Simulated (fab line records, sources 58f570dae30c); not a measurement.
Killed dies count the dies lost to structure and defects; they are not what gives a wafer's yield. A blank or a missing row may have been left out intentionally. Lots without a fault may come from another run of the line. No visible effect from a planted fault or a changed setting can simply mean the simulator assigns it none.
One fault seen from 2 desks / flow berkeley-cmos170 / what lay behind the numbers comes last; until then each desk has only its own

METROLOGY DESK
Means of the sampled wafers that have a number, per lot and without regard to the tool the lot ran on: this is what the gauges read. The brackets show how far a lot's mean lies from the usual mean; more than 4 standard deviations puts the lot out of limits, marked OUT.
Columns: A = START_OXIDE_THK at UCB170_START_THK_MEAS_03, usual 19.7 nm; B = ACTIVE_OXIDE_THK at UCB170_ACTIVE_THK_MEAS_03, usual 26.0 nm
lot=L762; first seen here=day 1 22:48; A=20.3; B=25.4
lot=L763; first seen here=day 1 22:48; A=19.8; B=25.7
lot=L765; first seen here=day 2 13:13; A=19.2; B=26.5
lot=L766; first seen here=day 2 13:14; A=19.2; B=27.1
lot=L769; first seen here=day 3 08:08; A=19.3; B=26.9
lot=L770; first seen here=day 3 13:08; A=19.9; B=25.7
lot=L771; first seen here=day 3 18:05; A=19.6; B=25.9
lot=L773; first seen here=day 4 02:50; A=19.9; B=25.3
lot=L775; first seen here=day 4 09:54; A=19.8; B=25.6
lot=L774; first seen here=day 4 09:55; A=20.0; B=26.3
lot=L777; first seen here=day 4 23:05; A=19.5; B=25.4
lot=L780; first seen here=day 5 14:46; A=19.6; B=26.2
lot=L781; first seen here=day 5 22:19; A=19.1; B=26.3
lot=L783; first seen here=day 6 07:12; A=20.0; B=26.4
This desk found nothing out of limits on any of the 14 lots.

THE TOOL OWNER'S DESK: rie-diel-03
The tool's own readings at UCB170_PWELL_ETCH_14 (etches Si3N4 in CH3F/Ar/O2, stops on SiO2, target depth 242 nm, time 151 s): means of the sampled wafers that have a number, for each lot that ran on this tool. The brackets show how far a lot's mean lies from the usual mean; more than 4 standard deviations puts the lot out of limits, marked OUT.
Columns: A = drypump-motor-current-A at UCB170_PWELL_ETCH_14, usual 5.9 A; B = oes-product-au at UCB170_PWELL_ETCH_14, usual 0.941 a.u.; C = throttle-valve-pct at UCB170_PWELL_ETCH_14, usual 8.04 %
lot=L763; first seen here=day 3 19:32; A=5.9; B=0.939; C=8.08
lot=L765; first seen here=day 4 15:46; A=5.6; B=0.955; C=8.00
lot=L770; first seen here=day 5 09:58; A=5.7; B=0.942; C=8.02
lot=L773; first seen here=day 5 20:47; A=5.8; B=0.947; C=8.05
lot=L775; first seen here=day 6 06:33; A=5.8; B=0.926; C=8.05
lot=L777; first seen here=day 6 13:58; A=5.8; B=0.930; C=8.05
This desk found nothing out of limits on any of the 6 lots.

BROUGHT TOGETHER
Metrology desk: nothing out of limits seen.
Nothing out of limits was seen by the tool owner's desk.

WHAT THE SIMULATOR PUT IN
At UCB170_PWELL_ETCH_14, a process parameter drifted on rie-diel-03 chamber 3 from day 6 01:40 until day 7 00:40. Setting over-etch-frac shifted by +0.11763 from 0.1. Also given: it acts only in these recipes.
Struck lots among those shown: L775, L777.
